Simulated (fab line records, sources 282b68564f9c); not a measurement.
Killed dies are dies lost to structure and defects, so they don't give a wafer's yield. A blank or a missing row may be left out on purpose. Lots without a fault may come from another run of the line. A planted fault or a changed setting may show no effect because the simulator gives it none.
A struck lot beside a sound one | flow rit_cmos | 43 steps out of a route of 202
Sound: wafers L598.2, L598.3, L598.4. Struck: wafers L614.1, L614.2, L614.6. The cause comes at the end.
At each step with rows: each side's tool, then ch and its chambers, then its first start. Under that, the readings that differ: sound wafers | struck wafers | difference of the means | sigmas: that difference in standard deviations of wafers without a fault.
alike: readings whose means differ by less than 2 such deviations, and words and numbers that are the same on both sides. not compared: withheld readings, readings that some wafer has no value for, bounds like >300 that may hide the same value, and numbers for which the record gives no deviation and whose values overlap.
The two part at a step that has a row with sigmas, a row that says differs or no value, or rows on one side only. Numbers that don't overlap but have no deviation are shown without sigmas and don't part them. A reading that every wafer of one side lacks parts them only if that side has two wafers or more.

RIT_GATE_THK_MEAS_07:
  sound on film_metro-01, day 3 15:43; struck on film_metro-04, day 7 14:32
  alike: GATE_OXIDE_THK
then, 1 step without rows for these wafers: RIT_GATE_CVD_08 (deposits poly-Si from SiH4, target thk 250 nm, time 2220 s).
RIT_GATE_THK_MEAS_09:
  sound on film_metro-04, day 3 17:24; struck on film_metro-03, day 7 16:13
  alike: GATE_POLY_THK
then, 6 steps without rows for these wafers: RIT_GATE_HMDS_10 (prime time 60 s); RIT_GATE_COAT_11 (resist thk 850 nm); RIT_GATE_SOFTBAKE_12 (time 60 s); RIT_GATE_EXPOSE_13 (exposes mask M6, target cd 150 nm); RIT_GATE_PEB_14; RIT_GATE_DEVELOP_15 (develop time 50 s).
RIT_GATE_CD_MEAS_16: target cd 150 nm.
  sound on cd_sem-01, day 3 18:34; struck on cd_sem-02, day 7 17:16
  alike: cd_nm
RIT_GATE_OVL_MEAS_17:
  sound on overlay-01, day 3 18:41; struck on overlay-02, day 7 17:23
  alike: GATE_OVL
then, 1 step without rows for these wafers: RIT_GATE_HARDBAKE_18 (time 60 s).
RIT_GATE_ETCH_19: etches poly-Si in SF6/CHF3/O2, stops on SiO2, time 165 s, target depth 312.5 nm.
  sound on rie_si-02 ch 0,2,3, day 3 18:58; struck on rie_si-02 ch 2,3, day 7 17:40
  alike: drypump_motor_current_A, oes_product_au, throttle_valve_pct
  not compared: rf_hours_counter_h
RIT_GATE_STRIP_20: strips in O2, time 180 s.
  sound on plasma_asher-03 ch 0,1, day 3 19:04; struck on plasma_asher-01 ch 0,1, day 7 17:46
  alike: drypump_motor_current_A
  not compared: rf_hours_counter_h
RIT_GATE_CD_MEAS_90: target cd 150 nm.
  sound on cd_sem-01, day 3 19:16; struck on cd_sem-02, day 7 17:56
  alike: cd_nm
then, 4 steps without rows for these wafers: RIT_REOX_CLEAN_00 (cleans in SC1, time 600 s); RIT_REOX_CLEAN_01 (cleans in dHF, time 30 s); RIT_REOX_CLEAN_02 (cleans in SC2, time 600 s); RIT_REOX_OXIDATION_03 (target thk 25.2 nm, ox time 5580 s).
RIT_REOX_THK_MEAS_04:
  sound on film_metro-04, day 3 22:41; struck on film_metro-03, day 7 23:40
  alike: REOX_OXIDE_THK
then, 6 steps without rows for these wafers: RIT_NLDD_HMDS_00 (prime time 60 s); RIT_NLDD_COAT_01 (resist thk 1000 nm); RIT_NLDD_SOFTBAKE_02 (time 60 s); RIT_NLDD_EXPOSE_03 (exposes mask M7, target cd 40700 nm); RIT_NLDD_PEB_04; RIT_NLDD_DEVELOP_05 (develop time 50 s).
RIT_NLDD_OVL_MEAS_06:
  sound on overlay-02, day 4 04:06; struck on overlay-02, day 8 00:35
  alike: NLDD_OVL
then, 2 steps without rows for these wafers: RIT_NLDD_HARDBAKE_07 (time 60 s); RIT_NLDD_IMPLANT_08.
RIT_NLDD_STRIP_09: strips in O2, time 180 s.
  sound on plasma_asher-02 ch 0,1, day 4 04:26; struck on plasma_asher-01 ch 0,1, day 8 00:55
  alike: drypump_motor_current_A
  not compared: rf_hours_counter_h
RIT_NLDD_TW_MEAS_10:
  sound on film_metro-02, day 4 04:37; struck on film_metro-02, day 8 01:06
  alike: NLDD_TW
then, 6 steps without rows for these wafers: RIT_PLDD_HMDS_00 (prime time 60 s); RIT_PLDD_COAT_01 (resist thk 1000 nm); RIT_PLDD_SOFTBAKE_02 (time 60 s); RIT_PLDD_EXPOSE_03 (exposes mask M8, target cd 40900 nm); RIT_PLDD_PEB_04; RIT_PLDD_DEVELOP_05 (develop time 50 s).
RIT_PLDD_OVL_MEAS_06:
  sound on overlay-02, day 4 05:37; struck on overlay-02, day 8 02:01
  alike: PLDD_OVL
then, 2 steps without rows for these wafers: RIT_PLDD_HARDBAKE_07 (time 60 s); RIT_PLDD_IMPLANT_08.
RIT_PLDD_STRIP_09: strips in O2, time 180 s.
  sound on plasma_asher-02 ch 0,1, day 4 05:57; struck on plasma_asher-03 ch 0,1, day 8 02:20
  alike: drypump_motor_current_A
  not compared: rf_hours_counter_h
RIT_PLDD_TW_MEAS_10:
  sound on film_metro-03, day 4 06:08; struck on film_metro-03, day 8 02:31
  alike: PLDD_TW
RIT_M1_PROBE_99:
  the record has rows for the struck wafers here (prober-01, day 8 16:19) and none for the sound ones

WHERE THEY PART
Only at RIT_M1_PROBE_99, within this record.

WHY: what the simulator had put in
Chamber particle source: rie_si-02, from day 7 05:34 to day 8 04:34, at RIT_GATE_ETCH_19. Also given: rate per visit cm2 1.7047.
